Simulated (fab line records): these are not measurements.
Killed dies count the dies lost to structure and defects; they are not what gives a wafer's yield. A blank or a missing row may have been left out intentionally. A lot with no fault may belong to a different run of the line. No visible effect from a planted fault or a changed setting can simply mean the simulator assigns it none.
Comparing a struck lot with a sound one ; flow rit cmos ; 16 steps out of a route of 202
Sound: these wafers, L480.1, L480.2, L480.3. Struck: wafers L494.1, L494.4, L494.6. At the end, the cause is stated.
At each step with rows: each side's tool, then ch and its chambers, then its first start. Under that, the readings that differ: sound wafers ; struck wafers ; difference of the means ; sigmas: that difference in standard deviations of wafers without a fault.
alike: readings with means less than 2 such deviations apart, plus words and numbers identical on both sides. not compared: withheld readings, readings lacking a value on some wafer, bounds such as >300 that could conceal the same value, and numbers that have no deviation in the record and whose values overlap.
The two part at a step that has a row with sigmas, a row that says differs or no value, or rows on one side only. Non-overlapping numbers with no deviation appear without sigmas and do not part them. A reading missing from all wafers of one side parts the sides only when that side holds two or more wafers.

RIT_ACTIVE_BOW_MEAS_00:
  sound: film metro-02 at day 2 01:00; struck: film metro-02 at day 4 23:00
  alike: INCOMING_BOW
then, 1 step without rows for these wafers: RIT_ACTIVE_OXIDATION_01 (target thk 46.8 nm, ox time 3360 s).
RIT_ACTIVE_THK_MEAS_02:
  sound: film metro-02 at day 2 03:03; struck: film metro-02 at day 5 02:46
  alike: ACTIVE_OXIDE_THK
then, 1 step without rows for these wafers: RIT_ACTIVE_CVD_03 (deposits Si3N4 from SiH2Cl2/NH3, target thk 150 nm, time 1500 s).
RIT_ACTIVE_THK_MEAS_04:
  sound: film metro-01 at day 2 04:32; struck: film metro-01 at day 5 05:05
  alike: ACTIVE_NITRIDE_THK
then, 3 steps without rows for these wafers: RIT_ACTIVE_HMDS_05 (prime time 60 s); RIT_ACTIVE_COAT_06 (resist thk 1000 nm); RIT_ACTIVE_SOFTBAKE_07 (time 60 s).
RIT_ACTIVE_EXPOSE_08: exposes mask M1, target cd 1400 nm.
  sound on iline stepper-01 ch 0, day 2 05:02; struck on iline stepper-02 ch 0, day 5 05:43
reading;sound;struck;difference;sigmas
mask;M1#0 M1#0 M1#0;M1_R1#0 M1_R1#0 M1_R1#0;differs;
  alike: exposure dose mJ cm2, focus offset nm
then, 2 steps without rows for these wafers: RIT_ACTIVE_PEB_09; RIT_ACTIVE_DEVELOP_10 (develop time 50 s).
RIT_ACTIVE_CD_MEAS_11: target cd 1400 nm.
  sound: cd sem-01 at day 2 05:26; struck: cd sem-02 at day 5 06:07
reading;sound;struck;difference;sigmas
cd nm (nm);1406.8 1402.0 1402.9;1278.9 1279.2 1282.7;-123.6;-54
then, 1 step without rows for these wafers: RIT_ACTIVE_HARDBAKE_12 (time 60 s).
RIT_ACTIVE_ETCH_13: etches Si3N4 in SF6, stops on SiO2, time 210 s, target depth 210 nm.
  sound on rie diel-01 ch 0,2,3, day 2 05:43; struck on rie diel-03 ch 0,2, day 5 06:23
reading;sound;struck;difference;sigmas
model.ACTIVE.cd nm (nm);1407 1402 1403;1279 1279 1283;-124;
  alike: drypump motor current A, oes product au, throttle valve pct
  not compared: rf hours counter h
RIT_ACTIVE_STRIP_14: strips in O2, time 180 s.
  sound on plasma asher-01 ch 0,1, day 2 05:50; struck on plasma asher-01 ch 0,1, day 5 06:31
  alike: drypump motor current A, o2 flow sccm
  not compared: rf hours counter h
-- the record jumps here: 3 days lie between the struck wafers' starts before and after (it left off in module ACTIVE and takes up again in module M1, whose first step shown is number 202 of the route) --
RIT_M1_PROBE_99:
  sound: prober-02 at day 4 07:19; struck: prober-01 at day 7 22:48
reading;sound;struck;difference;sigmas
model.etest.pplus sal.width nm (nm);3440 3446 3456;3332 3334 3323;-118;
model.etest.nplus sal.width nm (nm);3437 3432 3424;3317 3329 3319;-109;
model.etest.pldd.width nm (nm);3161 3186 3170;3053 3065 3053;-115;
model.etest.nldd.width nm (nm);3172 3178 3183;3053 3050 3055;-125;
model.etest.nmos narrow.drive ua um;229.2 228.8 230;198.2 192.8 192.2;-34.9;
model.etest.pmos narrow.drive ua um;102.8 103.1 103.8;96.3 93.08 93.41;-9.0;
model.etest.field p metal.vt v (V);-30.2 -29.59 -30.49;-28.67 -28.24 -28.64;+1.58;
model.etest.field p.vt v (V);-13.04 -13.04 -13.14;-12.23 -12.21 -12.29;+0.83;
  alike: killed at contacts, killed at front end, killed dies, killed open, killed short

== WHERE THEY PART ==
First at RIT_ACTIVE_EXPOSE_08; last, within this record, at RIT_ACTIVE_CD_MEAS_11. Later steps at which nothing parts them and some readings are alike: RIT_ACTIVE_ETCH_13, RIT_ACTIVE_STRIP_14, RIT_M1_PROBE_99.

WHY: what the simulator had put in
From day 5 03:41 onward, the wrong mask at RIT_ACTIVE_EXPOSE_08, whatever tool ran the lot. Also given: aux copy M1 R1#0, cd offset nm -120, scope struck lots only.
